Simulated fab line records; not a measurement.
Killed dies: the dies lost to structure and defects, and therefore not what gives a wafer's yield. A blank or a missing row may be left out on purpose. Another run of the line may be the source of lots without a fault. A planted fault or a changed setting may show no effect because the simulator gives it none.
Which tool is to blame? | flow berkeley_cmos170 | 42 wafers from 14 lots sampled at 4 of the route's 331 steps

== WHAT EACH GAUGE READ, for each wafer ==
UCB170_PSD_CD_MEAS_06: target cd 1200 nm.
lot  | measured     | on        | cd_nm (nm)
L486 | day 8 00:53  | cd_sem-01 | 1198.4 1198.7 1198.2
L490 | day 8 15:37  | cd_sem-02 | 1201.1 1201.3 1199.6
L489 | day 8 15:49  | cd_sem-02 | 1197.8 1198.9 1198.6
L493 | day 9 16:59  | cd_sem-02 | 1200.1 1200.1 1199.5
L494 | day 9 17:10  | cd_sem-02 | 1197.3 1197.8 1198.9
L495 | day 9 23:53  | cd_sem-01 | 1199.9 1198.7 1200.3
L496 | day 9 23:58  | cd_sem-02 | 1198.7 1199.9 1198.3
L498 | day 10 07:37 | cd_sem-01 | 1200.6 1200.9 1201.8
L497 | day 10 07:40 | cd_sem-02 | 1198.5 1197.5 1199.7
L501 | day 10 23:51 | cd_sem-01 | 1199.0 1198.9 1197.8
L504 | day 11 04:36 | cd_sem-01 | 1202.6 1201.4 1202.3
L506 | day 12 03:36 | cd_sem-02 | 1198.5 1200.4 1200.6
L505 | day 12 03:46 | cd_sem-01 | 1199.7 1198.9 1199.5
L508 | day 12 13:26 | cd_sem-01 | 1198.2 1199.4 1198.7

UCB170_M1_THK_MEAS_02: measures by xrf.
lot  | measured     | on            | M1_AL_THK (nm)
L486 | day 8 11:41  | film_metro-04 | 576 582 574
L490 | day 9 04:40  | film_metro-02 | 578 579 570
L489 | day 9 05:01  | film_metro-02 | 575 574 576
L493 | day 10 02:38 | film_metro-02 | 584 583 579
L494 | day 10 02:47 | film_metro-03 | 582 583 583
L495 | day 10 11:02 | film_metro-02 | 581 573 565
L496 | day 10 11:26 | film_metro-03 | 584 577 580
L498 | day 10 20:57 | film_metro-02 | 573 583 587
L497 | day 10 21:30 | film_metro-03 | 583 584 584
L501 | day 11 11:15 | film_metro-02 | 576 578 581
L504 | day 11 16:13 | film_metro-02 | 575 582 584
L506 | day 12 15:01 | film_metro-04 | 585 587 593
L505 | day 12 15:34 | film_metro-03 | 595 594 598
L508 | day 12 23:08 | film_metro-03 | 571 581 578

== TOOL THAT RAN EACH LOT (tool first, then ch and the chambers of the sampled wafers, then the start) ==
lot  | UCB170_SDANNEAL_RTA_00           | UCB170_CONTACT_RTA_08
L486 | rtp_anneal-02 ch 0, day 8 05:55  | rtp_anneal-02 ch 0, day 8 09:45
L490 | rtp_anneal-01 ch 0, day 8 19:27  | rtp_anneal-02 ch 0, day 9 01:41
L489 | rtp_anneal-02 ch 0, day 8 19:53  | rtp_anneal-01 ch 0, day 9 02:08
L493 | rtp_anneal-02 ch 0, day 9 20:46  | rtp_anneal-01 ch 0, day 10 00:41
L494 | rtp_anneal-01 ch 0, day 9 20:49  | rtp_anneal-02 ch 0, day 10 00:41
L495 | rtp_anneal-01 ch 0, day 10 04:40 | rtp_anneal-01 ch 0, day 10 09:14
L496 | rtp_anneal-02 ch 0, day 10 04:56 | rtp_anneal-02 ch 0, day 10 09:31
L498 | rtp_anneal-01 ch 0, day 10 14:58 | rtp_anneal-01 ch 0, day 10 18:42
L497 | rtp_anneal-02 ch 0, day 10 15:08 | rtp_anneal-02 ch 0, day 10 19:15
L501 | rtp_anneal-02 ch 0, day 11 03:19 | rtp_anneal-02 ch 0, day 11 09:02
L504 | rtp_anneal-02 ch 0, day 11 09:31 | rtp_anneal-02 ch 0, day 11 13:43
L506 | rtp_anneal-01 ch 0, day 12 06:32 | rtp_anneal-01 ch 0, day 12 12:34
L505 | rtp_anneal-01 ch 0, day 12 07:10 | rtp_anneal-01 ch 0, day 12 13:25
L508 | rtp_anneal-02 ch 0, day 12 16:25 | rtp_anneal-01 ch 0, day 12 21:10
- UCB170_SDANNEAL_RTA_00: time 10 s.
- UCB170_CONTACT_RTA_08: time 10 s.

== AS READ BY THE TOOLS THEMSELVES (means over the sampled wafers that have a number; for cases with no such wafer, the mark the record gives instead) ==
UCB170_SDANNEAL_RTA_00.
lot  | tool          | lamp_power_pct (%) | wafer_temp_C_max
L486 | rtp_anneal-02 | 22.3               | 903.4
L490 | rtp_anneal-01 | 21.8               | 904.9
L489 | rtp_anneal-02 | 22.4               | 903.7
L493 | rtp_anneal-02 | 22.4               | 903.0
L494 | rtp_anneal-01 | 21.8               | 905.3
L495 | rtp_anneal-01 | 21.7               | 904.7
L496 | rtp_anneal-02 | 22.3               | 903.6
L498 | rtp_anneal-01 | 21.8               | 905.2
L497 | rtp_anneal-02 | 22.3               | 903.4
L501 | rtp_anneal-02 | 22.4               | 904.5
L504 | rtp_anneal-02 | 22.4               | 904.1
L506 | rtp_anneal-01 | 21.8               | 904.9
L505 | rtp_anneal-01 | 21.8               | 904.5
L508 | rtp_anneal-02 | 22.3               | 903.1

UCB170_CONTACT_RTA_08.
lot  | tool          | lamp_power_pct (%) | wafer_temp_C_max
L486 | rtp_anneal-02 | 22.35              | 903.2
L490 | rtp_anneal-02 | 22.38              | 903.9
L489 | rtp_anneal-01 | 21.76              | 904.6
L493 | rtp_anneal-01 | 21.76              | 904.9
L494 | rtp_anneal-02 | 22.36              | 903.4
L495 | rtp_anneal-01 | 21.76              | 904.2
L496 | rtp_anneal-02 | 22.38              | 902.9
L498 | rtp_anneal-01 | 21.77              | 905.2
L497 | rtp_anneal-02 | 22.37              | 903.8
L501 | rtp_anneal-02 | 24.65              | 937.5
L504 | rtp_anneal-02 | 24.65              | 938.8
L506 | rtp_anneal-01 | 21.75              | 904.8
L505 | rtp_anneal-01 | 21.76              | 905.2
L508 | rtp_anneal-01 | 21.75              | 904.6

== THE ANSWER, worked out from the rows above alone ==
Rule: the lots themselves supply what counts as usual. Put in order of their means at a reading, lots are off if they are a third of the lots or fewer, leave a main group of 4 or more, and stand apart from it by a gap of 3 or more times the standard deviation of the main group's means; of several such gaps the widest counts. If all means in a main group match to the digits the tables above print for the reading, that group is not used. Also off: a lot with no number at a reading for which 4 or more lots have one. All remaining lots with rows at the step are treated as sound. Order of review: gauges by route order, followed by the tools' own readings, for which a lot's mean as printed above is used. At the first step where some lot is off, the reading lying furthest off is the one used; lots without a number count as furthest.
Off: L501, L504 (UCB170_CONTACT_RTA_08, wafer_temp_C_max). The main group has a mean of 904.2 with a standard deviation of 0.75.
If a tool, at that step or one of the process steps before it, ran each lot that is off and ran no sound lot following the first of them, it fits. One fits: rtp_anneal-02 at UCB170_CONTACT_RTA_08. Its last sound lot is L497 (day 10 19:15), its first lot that is off L501 (day 11 09:02): a fault that began between those two fits.
The tool's own readings at UCB170_CONTACT_RTA_08 bear it out: on the lots that are off they differ by more than 5 times the standard deviation of the sound lots' means. lamp_power_pct reads 24.65 % there against 22.01 % on the sound lots; wafer_temp_C_max reads 938.1 there against 904.2 on the sound lots.

== WHAT WAS PUT IN BY THE SIMULATOR ==
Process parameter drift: rtp_anneal-02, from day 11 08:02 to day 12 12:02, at UCB170_CONTACT_RTA_08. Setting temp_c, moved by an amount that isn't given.
Struck lots among those shown: L501, L504. Same finding as the rule above.
